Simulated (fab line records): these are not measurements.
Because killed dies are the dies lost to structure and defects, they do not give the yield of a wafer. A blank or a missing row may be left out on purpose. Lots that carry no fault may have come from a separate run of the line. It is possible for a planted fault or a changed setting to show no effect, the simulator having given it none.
fab line records	flow ritCmos
[record] lots = 6	wafers = 18	lastDay = 7
route steps=202 shown PLDD@116 SPACER@125 NSD@131 PSD@142 SDANNEAL@153 SILICIDE@161 M1@202
lots untouched by any fault: they come from a run of this same line in which no faults occurred
startH: start of the lot's first displayed wafer, in hours after the record's first day	waitH: hours from the lot's prior step to this one	" identical to the entry in the row above	L1.1+2: several wafers, shown together as one row	- no value, or no start given	* or withheld: withheld	< > ~ a bound
route shown NAME@n: a module of which the file shows steps, and the number in the route of the first	usual: average and standard deviation across the fault-free wafers	same: alike in all rows	chamber/n: place in a boat	sites: each site's reading	_std_site: their standard deviation	_edge_site: the outer-site mean with the inner-site mean subtracted	radiusMm: how far each site lies from the wafer's centre	mask NAME#n: copy n	behind: the most recent tool/chamber to have shaped the wafer	hold: why the lot went on hold/how many hours it stayed there/how the hold came to an end	device: which transistor (n, p or np) failed to switch	end of line: the route-end tests of the same wafers	for a step that has no rows: nothing shown but its recipe	killed: the dies lost at the first sort to structure and to defects; this is not the yield of the wafer	map: dies across one wafer; x = killed, . = not, _ = none there
set.NAME: the setting as run; set.NAME@STEP: as run at that earlier step	model.NAME: the simulator's own value behind a step, which no gauge read
lots seen at some steps along the route; tables by step, rows by wafer
services: when a tool's chamber went out of use (startH, in hours from the record's first day, below 0 if earlier), for how many hours, and the reason
[[steps]]
[step RIT_PLDD_SOFTBAKE_02]
[recipe] resist = NOVOLAK	tempC = 90	timeS = 60
[step RIT_PLDD_EXPOSE_03]
[recipe] maskId = M8	na = 0.57	targetCdNm = 40900	doseMj = 250
[step RIT_PLDD_PEB_04]
[recipe] resist = NOVOLAK	tempC = withheld	timeS = withheld
[step RIT_PLDD_DEVELOP_05]
[recipe] resist = NOVOLAK	developTimeS = 50	devTempC = 23
[step RIT_PLDD_OVL_MEAS_06]
[usual] PLDD_OVL = -1.0/1.2
lot.wafer	tool	chamber	startH	waitH	PLDD_OVL[nm]
L802.1	overlay-02	-	63.67	-	0.6
L802.3	"	-	"	"	0.0
L802.4	"	-	"	"	-1.0
L803.3	overlay-02	-	67.86	-	-1.1
L803.5	"	-	"	"	1.0
L803.6	"	-	"	"	0.2
L812.1	overlay-02	-	114.82	-	-0.7
L812.2	"	-	"	"	-0.1
L812.3	"	-	"	"	0.6
L816.1	overlay-01	-	132.97	-	0.1
L816.4	"	-	"	"	-2.6
L816.5	"	-	"	"	-1.0
L817.2	overlay-01	-	138.95	-	-0.9
L817.3	"	-	"	"	0.7
L817.5	"	-	"	"	0.7
L821.1	overlay-02	-	158.33	-	-2.4
L821.2	"	-	"	"	-2.6
L821.3	"	-	"	"	-1.6
[step RIT_PLDD_HARDBAKE_07]
[recipe] resist = NOVOLAK	tempC = 140	timeS = 60
[step RIT_PLDD_IMPLANT_08]
[recipe] species = BF2	energyKev = 20	doseCm2 = 9e+14	tiltDeg = 7
[step RIT_PLDD_STRIP_09]
[recipe] chemistry = O2	timeS = 180	resist = NOVOLAK	platenTempC = withheld	powerW = 500	pressureMtorr = 4000	o2FlowSccm = 4000
[usual] drypumpMotorCurrentA = 5.3/0.47	rfReflPowerW = 7.2/0.85
lot.wafer	tool	chamber	startH	waitH	drypumpMotorCurrentA	rfHoursCounterH	rfReflPowerW
L802.1	plasmaAsher-01	1	64.00	0.1	5.5	43	8.1
L802.3	"	1	"	"	5.5	-	7.9
L802.4	"	0	"	"	5.3	-	6.5
L803.3	plasmaAsher-02	1	68.24	0.1	4.7	-	8.4
L803.5	"	0	"	"	5.7	-	6.7
L803.6	"	1	"	"	4.7	-	8.2
L812.1	plasmaAsher-02	0	115.16	0.1	5.7	33	7.1
L812.2	"	1	"	"	4.7	33	8.1
L812.3	"	1	"	"	4.7	-	8.7
L816.1	plasmaAsher-02	1	133.31	0.1	4.7	35	8.5
L816.4	"	0	"	"	5.7	-	6.8
L816.5	"	1	"	"	4.7	-	8.3
L817.2	plasmaAsher-01	0	139.28	0.1	5.3	51	6.6
L817.3	"	0	"	"	5.3	-	6.6
L817.5	"	1	"	"	5.5	-	8.4
L821.1	plasmaAsher-02	1	158.66	0.1	4.7	37	8.6
L821.2	"	0	"	"	5.7	37	6.5
L821.3	"	1	"	"	4.7	-	8.5
[step RIT_PLDD_TW_MEAS_10]
[usual] PLDD_TW = 2336/14
lot.wafer	tool	chamber	startH	waitH	PLDD_TW
L802.1	filmMetro-01	-	64.18	0.1	2356
L802.3	"	-	"	"	2344
L802.4	"	-	"	"	2354
L803.3	filmMetro-01	-	68.38	0.1	2338
L803.5	"	-	"	"	2347
L803.6	"	-	"	"	2351
L812.1	filmMetro-04	-	115.33	0.1	2342
L812.2	"	-	"	"	2335
L812.3	"	-	"	"	2322
L816.1	filmMetro-04	-	133.48	0.1	2321
L816.4	"	-	"	"	2307
L816.5	"	-	"	"	2320
L817.2	filmMetro-04	-	139.47	0.1	2313
L817.3	"	-	"	"	2323
L817.5	"	-	"	"	2318
L821.1	filmMetro-01	-	158.84	0.1	2336
L821.2	"	-	"	"	2331
L821.3	"	-	"	"	2339
[step RIT_SPACER_CLEAN_00]
[recipe] chemistry = SC1	mix = 3:3:50	timeS = 600	tempC = 75
[step RIT_SPACER_CLEAN_01]
[recipe] chemistry = dHF	dilution = 50:1	timeS = 30
[step RIT_SPACER_CLEAN_02]
[recipe] chemistry = SC2	mix = 3:3:50	timeS = 600	tempC = 75	dry = n2Spin
[step RIT_SPACER_CVD_03]
[recipe] material = Si3N4	targetThkNm = 250	tempC = 810	precursor = SiH2Cl2/NH3	timeS = 3300	pressureMtorr = 300	sih2cl2FlowSccm = 60	nh3FlowSccm = 150
lot.wafer	tool	chamber	startH	waitH	model.Si3N4_of_SPACER_CVD_03.thkNm
L802.1	lpcvd-02	1	64.62	0.0	96.98
L802.3	"	1	"	"	94.32
L802.4	"	1	"	"	95.76
L803.3	lpcvd-02	1	68.84	0.0	94.01
L803.5	"	1	"	"	92.8
L803.6	"	1	"	"	92.87
L812.1	lpcvd-01	0	115.79	0.0	251.5
L812.2	"	0	"	"	251.2
L812.3	"	0	"	"	248.8
L816.1	lpcvd-02	1	134.09	0.0	251.8
L816.4	"	1	"	"	251.2
L816.5	"	1	"	"	250.6
L817.2	lpcvd-02	0	140.23	0.0	250.8
L817.3	"	0	"	"	251.5
L817.5	"	0	"	"	249.3
L821.1	lpcvd-01	0	159.28	0.0	248.8
L821.2	"	0	"	"	248.5
L821.3	"	0	"	"	248.9
[step RIT_SPACER_THK_MEAS_04]
[recipe] reads = Si3N4_of_SPACER_CVD_03
[usual] SPACER_NITRIDE_THK = 249.6/2.2
lot.wafer	tool	chamber	startH	waitH	SPACER_NITRIDE_THK[nm]
L802.1	filmMetro-04	-	66.54	0.0	96.9
L802.3	"	-	"	"	94.2
L802.4	"	-	"	"	95.7
L803.3	filmMetro-03	-	70.77	0.0	94.0
L803.5	"	-	"	"	92.8
L803.6	"	-	"	"	92.9
L812.1	filmMetro-04	-	117.71	0.0	251.5
L812.2	"	-	"	"	251.1
L812.3	"	-	"	"	249.0
L816.1	filmMetro-03	-	136.00	0.0	251.7
L816.4	"	-	"	"	251.3
L816.5	"	-	"	"	250.6
L817.2	filmMetro-03	-	142.16	0.0	250.8
L817.3	"	-	"	"	251.5
L817.5	"	-	"	"	249.4
L821.1	filmMetro-03	-	161.20	0.0	248.8
L821.2	"	-	"	"	248.3
L821.3	"	-	"	"	248.9
[step RIT_SPACER_ETCHBACK_05]
[recipe] targetDepthA = 2500	SF6_flow_sccm = 30	CHF3_flow_sccm = 30	target = Si3N4	chemistry = SF6/CHF3	pressureMtorr = 40	rfW = 250	timeS = 240	stopOn = SiO2
[usual] drypumpMotorCurrentA = 5.9/0.46	oesProductAu = 0.847/0.013	throttleValvePct = 10.34/0.13
lot.wafer	tool	chamber	startH	waitH	drypumpMotorCurrentA	oesProductAu	rfHoursCounterH	throttleValvePct	model.etch.depthNm
L802.1	rieDiel-03	0	66.60	0.1	6.5	0.466	48	10.35	96.98
L802.3	"	3	"	"	6.1	0.462	8	10.27	94.32
L802.4	"	1	"	"	5.7	0.475	93	10.03	95.76
L803.3	rieDiel-02	3	70.81	0.0	5.3	0.465	51	10.08	94.01
L803.5	"	2	"	"	5.2	0.467	-	10.39	92.8
L803.6	"	3	"	"	5.3	0.455	-	10.08	92.87
L812.1	rieDiel-01	1	117.77	0.1	6.6	0.834	115	10.18	251.5
L812.2	"	2	"	"	5.5	0.845	134	10.28	251.2
L812.3	"	0	"	"	6.0	0.849	87	10.31	248.8
L816.1	rieDiel-01	2	136.06	0.1	5.5	0.856	134	10.29	251.8
L816.4	"	1	"	"	6.6	0.843	116	10.18	251.2
L816.5	"	3	"	"	6.2	0.843	-	10.49	250.6
L817.2	rieDiel-02	1	142.21	0.0	5.3	0.853	121	10.19	250.8
L817.3	"	3	"	"	5.3	0.838	52	10.22	251.5
L817.5	"	1	"	"	5.3	0.845	-	10.17	249.3
L821.1	rieDiel-01	0	161.26	0.1	6.0	0.847	88	10.31	248.8
L821.2	"	2	"	"	5.5	0.839	135	10.28	248.5
L821.3	"	3	"	"	6.2	0.847	25	10.49	248.9
[step RIT_NSD_HMDS_00]
[recipe] primeTimeS = 60	primeTempC = 140
[step RIT_NSD_COAT_01]
[recipe] resist = NOVOLAK	spinRpm = 3250	resistThkNm = 1000
[step RIT_NSD_SOFTBAKE_02]
[recipe] resist = NOVOLAK	tempC = 90	timeS = 60
[step RIT_NSD_EXPOSE_03]
[recipe] maskId = M9	na = 0.57	targetCdNm = 40700	doseMj = 250
[step RIT_NSD_PEB_04]
[recipe] resist = NOVOLAK	tempC = withheld	timeS = withheld
[step RIT_NSD_DEVELOP_05]
[recipe] resist = NOVOLAK	developTimeS = 50	devTempC = 23
[step RIT_NSD_OVL_MEAS_06]
[usual] NSD_OVL = 0.2/1.5
lot.wafer	tool	chamber	startH	waitH	NSD_OVL[nm]
L802.1	overlay-02	-	67.72	-	1.0
L802.3	"	-	"	"	3.1
L802.4	"	-	"	"	1.5
L803.3	overlay-01	-	71.95	-	-1.1
L803.5	"	-	"	"	0.3
L803.6	"	-	"	"	-0.5
L812.1	overlay-02	-	118.89	-	-1.8
L812.2	"	-	"	"	-1.8
L812.3	"	-	"	"	-1.4
L816.1	overlay-01	-	137.06	-	-1.4
L816.4	"	-	"	"	1.0
L816.5	"	-	"	"	-1.1
L817.2	overlay-01	-	143.34	-	-2.6
L817.3	"	-	"	"	-1.1
L817.5	"	-	"	"	-1.2
L821.1	overlay-01	-	162.38	-	0.3
L821.2	"	-	"	"	-1.9
L821.3	"	-	"	"	-0.4
[step RIT_NSD_HARDBAKE_07]
[recipe] resist = NOVOLAK	tempC = 140	timeS = 60
[step RIT_NSD_IMPLANT_08]
[recipe] species = P	energyKev = 25	doseCm2 = 1e+15	tiltDeg = 7
[step RIT_NSD_STRIP_09]
[recipe] chemistry = O2	timeS = 180	resist = NOVOLAK	platenTempC = withheld	powerW = 500	pressureMtorr = 4000	o2FlowSccm = 4000
[usual] drypumpMotorCurrentA = 5.4/0.37	rfReflPowerW = 7.1/1.1
lot.wafer	tool	chamber	startH	waitH	drypumpMotorCurrentA	rfHoursCounterH	rfReflPowerW
L802.1	plasmaAsher-04	1	68.06	0.1	5.3	44	7.2
L802.3	"	1	"	"	5.3	-	6.9
L802.4	"	0	"	"	5.9	-	5.0
L803.3	plasmaAsher-02	1	72.45	0.1	4.7	-	8.4
L803.5	"	1	"	"	4.7	-	8.4
L803.6	"	0	"	"	5.7	-	7.0
L812.1	plasmaAsher-04	1	119.23	0.1	5.3	0	7.2
L812.2	"	0	"	"	5.9	0	5.0
L812.3	"	0	"	"	5.9	-	5.2
L816.1	plasmaAsher-01	0	137.40	0.1	5.3	50	6.5
L816.4	"	1	"	"	5.5	-	8.1
L816.5	"	1	"	"	5.5	-	8.4
L817.2	plasmaAsher-04	0	143.67	0.1	6.0	3	5.2
L817.3	"	1	"	"	5.4	-	7.3
L817.5	"	1	"	"	5.3	-	7.3
L821.1	plasmaAsher-01	1	162.72	0.1	5.5	53	8.4
L821.2	"	0	"	"	5.3	53	6.5
L821.3	"	0	"	"	5.3	-	6.6
[step RIT_NSD_TW_MEAS_10]
[usual] NSD_TW = 3112/17
lot.wafer	tool	chamber	startH	waitH	NSD_TW
L802.1	filmMetro-02	-	68.23	0.1	3120
L802.3	"	-	"	"	3118
L802.4	"	-	"	"	3099
L803.3	filmMetro-01	-	72.59	0.1	3118
L803.5	"	-	"	"	3119
L803.6	"	-	"	"	3118
L812.1	filmMetro-04	-	119.41	0.1	3102
L812.2	"	-	"	"	3112
L812.3	"	-	"	"	3100
L816.1	filmMetro-01	-	137.57	0.1	3124
L816.4	"	-	"	"	3141
L816.5	"	-	"	"	3132
L817.2	filmMetro-01	-	143.86	0.1	3106
L817.3	"	-	"	"	3135
L817.5	"	-	"	"	3129
L821.1	filmMetro-02	-	162.89	0.1	3103
L821.2	"	-	"	"	3145
L821.3	"	-	"	"	3122
[step RIT_PSD_HMDS_00]
[recipe] primeTimeS = 60	primeTempC = 140
[step RIT_PSD_COAT_01]
[recipe] resist = NOVOLAK	spinRpm = 3250	resistThkNm = 1000
[step RIT_PSD_SOFTBAKE_02]
[recipe] resist = NOVOLAK	tempC = 90	timeS = 60
[step RIT_PSD_EXPOSE_03]
[recipe] maskId = M10	na = 0.57	targetCdNm = 40900	doseMj = 250
[step RIT_PSD_PEB_04]
[recipe] resist = NOVOLAK	tempC = withheld	timeS = withheld
[step RIT_PSD_DEVELOP_05]
[recipe] resist = NOVOLAK	developTimeS = 50	devTempC = 23
[step RIT_PSD_OVL_MEAS_06]
[usual] PSD_OVL = 0.0/1.3
lot.wafer	tool	chamber	startH	waitH	PSD_OVL[nm]
L802.1	overlay-01	-	69.14	-	0.9
L802.3	"	-	"	"	2.4
L802.4	"	-	"	"	1.6
L803.3	overlay-02	-	73.61	-	0.6
L803.5	"	-	"	"	1.6
L803.6	"	-	"	"	1.4
L812.1	overlay-02	-	120.59	-	0.1
L812.2	"	-	"	"	1.6
L812.3	"	-	"	"	1.9
L816.1	overlay-01	-	138.52	-	-2.5
L816.4	"	-	"	"	0.1
L816.5	"	-	"	"	-2.0
L817.2	overlay-02	-	144.89	-	-0.6
L817.3	"	-	"	"	0.7
L817.5	"	-	"	"	-0.4
L821.1	overlay-01	-	163.80	-	-3.5
L821.2	"	-	"	"	-2.5
L821.3	"	-	"	"	-1.7
[step RIT_PSD_HARDBAKE_07]
[recipe] resist = NOVOLAK	tempC = 140	timeS = 60
[step RIT_PSD_IMPLANT_08]
[recipe] species = BF2	energyKev = 27	doseCm2 = 5e+15	tiltDeg = 7
[step RIT_PSD_STRIP_09]
[recipe] chemistry = O2	timeS = 180	resist = NOVOLAK	platenTempC = withheld	powerW = 500	pressureMtorr = 4000	o2FlowSccm = 4000
[usual] drypumpMotorCurrentA = 5.5/0.39	rfReflPowerW = 6.6/0.99
lot.wafer	tool	chamber	startH	waitH	drypumpMotorCurrentA	rfHoursCounterH	rfReflPowerW
L802.1	plasmaAsher-01	1	69.48	0.1	5.5	43	8.3
L802.3	"	1	"	"	5.5	-	8.2
L802.4	"	0	"	"	5.3	-	6.4
L803.3	plasmaAsher-03	1	74.00	0.1	5.9	-	6.9
L803.5	"	1	"	"	5.9	-	6.9
L803.6	"	0	"	"	4.7	-	6.3
L812.1	plasmaAsher-01	0	120.93	0.1	5.3	48	6.3
L812.2	"	1	"	"	5.6	48	8.0
L812.3	"	1	"	"	5.6	-	8.3
L816.1	plasmaAsher-03	0	138.86	0.1	4.8	49	6.2
L816.4	"	1	"	"	5.9	-	6.8
L816.5	"	0	"	"	4.7	-	6.4
L817.2	plasmaAsher-04	0	145.22	0.1	5.9	3	5.3
L817.3	"	1	"	"	5.4	-	7.1
L817.5	"	1	"	"	5.4	-	7.3
L821.1	plasmaAsher-04	0	164.14	0.1	5.9	5	5.3
L821.2	"	1	"	"	5.4	5	7.4
L821.3	"	0	"	"	5.9	-	5.0
[step RIT_PSD_TW_MEAS_10]
[usual] PSD_TW = 3413/19
lot.wafer	tool	chamber	startH	waitH	PSD_TW
L802.1	filmMetro-04	-	69.66	0.1	3398
L802.3	"	-	"	"	3405
L802.4	"	-	"	"	3402
L803.3	filmMetro-04	-	74.13	0.1	3381
L803.5	"	-	"	"	3393
L803.6	"	-	"	"	3385
L812.1	filmMetro-01	-	121.10	0.1	3430
L812.2	"	-	"	"	3429
L812.3	"	-	"	"	3440
L816.1	filmMetro-02	-	139.03	0.1	3427
L816.4	"	-	"	"	3406
L816.5	"	-	"	"	3434
L817.2	filmMetro-01	-	145.40	0.1	3406
L817.3	"	-	"	"	3409
L817.5	"	-	"	"	3397
L821.1	filmMetro-01	-	164.32	0.1	3399
L821.2	"	-	"	"	3406
L821.3	"	-	"	"	3407
[step RIT_SDANNEAL_CLEAN_00]
[recipe] chemistry = SC1	mix = 3:3:50	timeS = 600	tempC = 75
[step RIT_SDANNEAL_CLEAN_01]
[recipe] chemistry = dHF	dilution = 50:1	timeS = 30
[step RIT_SDANNEAL_CLEAN_02]
[recipe] chemistry = SC2	mix = 3:3:50	timeS = 600	tempC = 75	dry = n2Spin
[step RIT_SDANNEAL_RTA_03]
[recipe] tempC = 1050	timeS = 5	idleTempC = 600	rampUpCPerS = 342	rampDownCPerS = 171	coolToC = 600	ambient = N2
[usual] wafer_temp_C_max = 1053.4/1.1
lot.wafer	tool	chamber	startH	waitH	wafer_temp_C_max
L802.1	rtpAnneal-02	0	70.13	0.0	1054.6
L802.3	"	0	"	"	1053.0
L802.4	"	0	"	"	1052.0
L803.3	rtpAnneal-01	0	74.63	0.0	1053.6
L803.5	"	0	"	"	1051.5
L803.6	"	0	"	"	1052.9
L812.1	rtpAnneal-01	0	121.55	0.0	1053.5
L812.2	"	0	"	"	1053.9
L812.3	"	0	"	"	1053.8
L816.1	rtpAnneal-02	0	139.46	0.0	1052.2
L816.4	"	0	"	"	1055.3
L816.5	"	0	"	"	1053.3
L817.2	rtpAnneal-01	0	145.83	0.0	1053.4
L817.3	"	0	"	"	1054.2
L817.5	"	0	"	"	1053.5
L821.1	rtpAnneal-01	0	164.92	0.0	1052.5
L821.2	"	0	"	"	1053.0
L821.3	"	0	"	"	1053.7
[step RIT_SDANNEAL_RS_MEAS_04]
[recipe] thkMeasGauge = four-point-probe
[usual] PSD_RS = 115.88/0.29
lot.wafer	tool	chamber	startH	waitH	PSD_RS[ohm/sq]
L802.1	filmMetro-04	-	70.19	0.0	115.70
L802.3	"	-	"	"	115.93
L802.4	"	-	"	"	115.90
L803.3	filmMetro-02	-	74.70	0.1	115.73
L803.5	"	-	"	"	115.63
L803.6	"	-	"	"	115.69
L812.1	filmMetro-01	-	121.61	0.0	115.67
L812.2	"	-	"	"	115.36
L812.3	"	-	"	"	115.38
L816.1	filmMetro-01	-	139.52	0.0	115.93
L816.4	"	-	"	"	115.71
L816.5	"	-	"	"	115.83
L817.2	filmMetro-02	-	145.90	0.1	116.19
L817.3	"	-	"	"	116.03
L817.5	"	-	"	"	116.08
L821.1	filmMetro-04	-	164.98	0.0	115.66
L821.2	"	-	"	"	115.99
L821.3	"	-	"	"	115.76
[step RIT_SILICIDE_WET_ETCH_00]
[recipe] chemistry = BOE	target = SiO2	targetDepthNm = 14	timeS = 15	dry = n2Spin	dilution = 10:1	tempC = 21.5
lot.wafer	tool	chamber	startH	waitH	model.Si3N4_of_SPACER_CVD_03.thkNm
L802.1	wetBench-01	0	70.67	0.1	75.05
L802.3	"	0	"	"	73.01
L802.4	"	0	"	"	73.86
L803.3	wetBench-02	0	75.14	0.1	72.47
L803.5	"	0	"	"	71.57
L803.6	"	0	"	"	71.5
L812.1	wetBench-02	3	122.09	0.1	195.4
L812.2	"	3	"	"	196.1
L812.3	"	3	"	"	193.2
L816.1	wetBench-04	0	140.00	0.1	196.3
L816.4	"	0	"	"	195.5
L816.5	"	0	"	"	195.3
L817.2	wetBench-02	1	146.36	0.1	195.8
L817.3	"	1	"	"	196.5
L817.5	"	1	"	"	194.7
L821.1	wetBench-04	0	165.46	0.1	193.7
L821.2	"	0	"	"	193.6
L821.3	"	0	"	"	193.5
[step RIT_M1_PROBE_99]
[usual] killed_at_M0_to_M3 = 0.0/0.22	killedAtFrontEnd = 7/3.1	killedDies = 7/3.1	killedOpen = 3.2/2.1	killedShort = 3.4/2
[same] grossDies = 264	killed_at_M4_up = 0	killedAtBackSide = 0	killedAtContacts = 0	killedAtOther = 0
lot.wafer	tool	chamber	startH	waitH	killed_at_M0_to_M3	killedAtFrontEnd	killedDies	killedOpen	killedShort	model.etest.pldd.rsOhmSq	model.etest.pplusSal.widthNm	model.etest.nplusSal.widthNm	model.etest.nldd.rsOhmSq	model.etest.pldd.widthNm	model.etest.nldd.widthNm	model.etest.pwellPinched.rsOhmSq	model.etest.nwellPinched.rsOhmSq
L802.1	prober-02	-	78.09	0.1	0	15	15	6	9	336	3686	3677	223.8	3327	3341	576.4	434
L802.3	prober-02	-	78.19	0.2	0	8	8	2	6	278.6	3684	3689	190.7	3332	3329	575.8	434.6
L802.4	prober-02	-	78.24	0.2	1	9	10	4	6	248.2	3685	3688	177.2	3343	3306	584.3	434.4
L803.3	prober-01	-	84.67	0.2	0	14	14	7	7	221.8	3679	3663	170.8	3343	3352	601.1	435.1
L803.5	prober-01	-	84.77	0.2	0	5	5	2	3	204.7	3685	3675	160.7	3324	3348	588	440.2
L803.6	prober-01	-	84.82	0.2	0	4	4	4	0	217.1	3696	3659	169	3343	3340	595.1	441.1
L812.1	prober-01	-	129.35	0.1	0	2	2	2	0	491.8	3452	3456	381.5	3198	3194	471.2	338.4
L812.2	prober-01	-	129.40	0.1	0	6	6	2	4	500.1	3459	3466	388.8	3211	3206	463.8	336
L812.3	prober-01	-	129.45	0.2	0	6	6	3	3	498.8	3454	3455	384.2	3191	3185	467.6	338.7
L816.1	prober-01	-	146.77	0.1	0	1	1	0	1	473.9	3440	3432	372.5	3144	3158	453.1	334.1
L816.4	prober-01	-	146.92	0.2	0	2	2	0	2	473.9	3458	3415	373.9	3180	3158	464.8	336.5
L816.5	prober-01	-	146.97	0.2	0	8	8	2	6	465.1	3454	3435	370.8	3174	3201	459.3	335.5
L817.2	prober-02	-	153.52	0.1	0	9	9	3	6	532.2	3445	3436	385	3187	3194	450.3	337.1
L817.3	prober-02	-	153.57	0.2	0	2	2	2	0	520.9	3439	3424	378.2	3146	3165	449.7	333.6
L817.5	prober-02	-	153.67	0.2	0	13	13	9	4	541.9	3424	3434	387	3181	3185	450.8	336.9
L821.1	prober-02	-	173.02	0.1	0	4	4	2	2	540.8	3455	3446	389.6	3180	3192	460.1	335.6
L821.2	prober-02	-	173.07	0.1	0	9	9	6	3	516.9	3461	3457	378.4	3184	3190	464.4	337.5
L821.3	prober-02	-	173.12	0.2	0	7	7	3	4	505.4	3456	3469	374.5	3177	3182	459.4	339.2
// killed by level:class
L802.1 GATE:geometricParticle:short=5 FOX2:geometricParticle:open=3 GATE:geometricParticle:open=3 SPACER:geometricParticle:short=2 FOX2:geometricParticle:short=1 SILICIDE:geometricParticle:short=1
L802.3 GATE:geometricParticle:short=5 FOX2:geometricParticle:short=1 GATE:geometricParticle:open=1 REOX:geometricParticle:open=1
L802.4 FOX1:geometricParticle:short=3 SPACER:geometricParticle:open=2 FOX1:geometricParticle:open=1 GATE:geometricParticle:short=1 REOX:geometricParticle:short=1 SPACER:geometricParticle:short=1 M1:geometricParticle:open=1
L803.3 GATE:geometricParticle:open=4 GATE:geometricParticle:short=2 REOX:geometricParticle:short=2 SPACER:geometricParticle:short=2 FOX1:geometricParticle:short=1 FOX2:geometricParticle:open=1 REOX:geometricParticle:open=1 SILICIDE:geometricParticle:open=1
L803.5 FOX1:geometricParticle:short=2 REOX:geometricParticle:short=1 SPACER:geometricParticle:open=1 SILICIDE:geometricParticle:open=1
L803.6 GATE:geometricParticle:open=3 FOX1:geometricParticle:open=1
L812.1 GATE:geometricParticle:open=1 SPACER:geometricParticle:open=1
L812.2 GATE:geometricParticle:open=2 GATE:geometricParticle:short=2 REOX:geometricParticle:short=1 SILICIDE:geometricParticle:short=1
L812.3 GATE:geometricParticle:open=2 GATE:geometricParticle:short=2 REOX:geometricParticle:short=1 SILICIDE:geometricParticle:open=1
L816.1 GATE:geometricParticle:short=1
L816.4 GATE:geometricParticle:short=2
L816.5 SPACER:geometricParticle:short=5 GATE:geometricParticle:open=1 REOX:geometricParticle:short=1 SPACER:geometricParticle:open=1
L817.2 GATE:geometricParticle:short=3 GATE:geometricParticle:open=3 REOX:geometricParticle:short=1 SPACER:geometricParticle:short=1 SILICIDE:geometricParticle:short=1
L817.3 GATE:geometricParticle:open=2
L817.5 SPACER:geometricParticle:open=3 FOX1:geometricParticle:short=2 GATE:geometricParticle:open=2 REOX:geometricParticle:open=2 FOX1:geometricParticle:open=1 FOX2:geometricParticle:open=1 GATE:geometricParticle:short=1 REOX:geometricParticle:short=1
L821.1 GATE:geometricParticle:open=2 GATE:geometricParticle:short=1 REOX:geometricParticle:short=1
L821.2 SPACER:geometricParticle:open=2 FOX1:geometricParticle:open=1 FOX2:geometricParticle:open=1 FOX2:geometricParticle:short=1 GATE:geometricParticle:open=1 REOX:geometricParticle:open=1 REOX:geometricParticle:short=1 SPACER:geometricParticle:short=1
L821.3 FOX2:geometricParticle:open=2 GATE:geometricParticle:short=2 FOX2:geometricParticle:short=1 GATE:geometricParticle:open=1 REOX:geometricParticle:short=1
[[services]]
tool	chamber	startH	hours	kind
rieDiel-02	2	46.25	1.8	repair
rieDiel-03	-	63.17	1.2	repair
rieDiel-03	1	67.11	4.3	repair
rieDiel-03	0	69.56	6.8	repair
rieDiel-03	2	74.67	8.6	repair
rieDiel-03	0	83.14	16.3	repair
rieDiel-02	0	86.89	-	clean
rieDiel-02	0	86.89	23.2	scheduledDown
rieDiel-02	0	86.89	23.2	ventCycle
lpcvd-02	-	100.66	6.1	pm
plasmaAsher-04	-	108.75	9.0	pm
plasmaAsher-04	0	108.75	9.0	ventCycle
plasmaAsher-04	1	108.75	9.0	ventCycle
plasmaAsher-02	-	112.24	1.4	repair
plasmaAsher-04	0	117.75	-	clean
plasmaAsher-04	1	117.75	-	clean
rieDiel-02	1	119.97	2.4	repair
rieDiel-02	-	135.30	2.8	pm
plasmaAsher-02	-	136.57	2.0	repair
plasmaAsher-03	-	154.80	15.6	pm
rieDiel-01	3	161.50	1.5	repair
[[key]]
[firstSign] step = RIT_SPACER_THK_MEAS_04	reading = SPACER_NITRIDE_THK	direction = down	sigmas = 70	usual = 249.6	struck = 94.4
[effect] step = RIT_SPACER_ETCHBACK_05	reading = oesProductAu	direction = down	sigmas = 30	usual = 0.847	struck = 0.465
[modelEffect] step = RIT_SPACER_CVD_03	value = Si3N4_of_SPACER_CVD_03.thkNm	without = 247.3	struck = 94.45
[modelEffect] step = RIT_SPACER_ETCHBACK_05	value = etch.depthNm	without = 247.3	struck = 94.45
[modelEffect] step = RIT_SILICIDE_WET_ETCH_00	value = Si3N4_of_SPACER_CVD_03.thkNm	without = 192.8	struck = 72.91
[modelEffect] step = RIT_M1_PROBE_99	value = etest.pldd.rsOhmSq	without = 517.6	struck = 251.1
metAt RIT_SPACER_CVD_03
struckWafers L802.1,L802.3,L802.4,L803.3,L803.5,L803.6
testerLeftOut L802,L803
[fault] kind = processParameterDrift	tool = lpcvd-02	chamber = 1	onsetH = 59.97	steps = RIT_SPACER_CVD_03	channel = targetThkNm	offset = -152.83	shape = step	endH = 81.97	actsIn = theseRecipesOnly	stated = 250
// testerLeftOut: of these lots the tester's yield and bins aren't shown, on N5 and GAA mostly nor the transistor test; their killed dies are dies lost to structure and defects alone, not to doping, threshold or leakage, so they don't give the yield
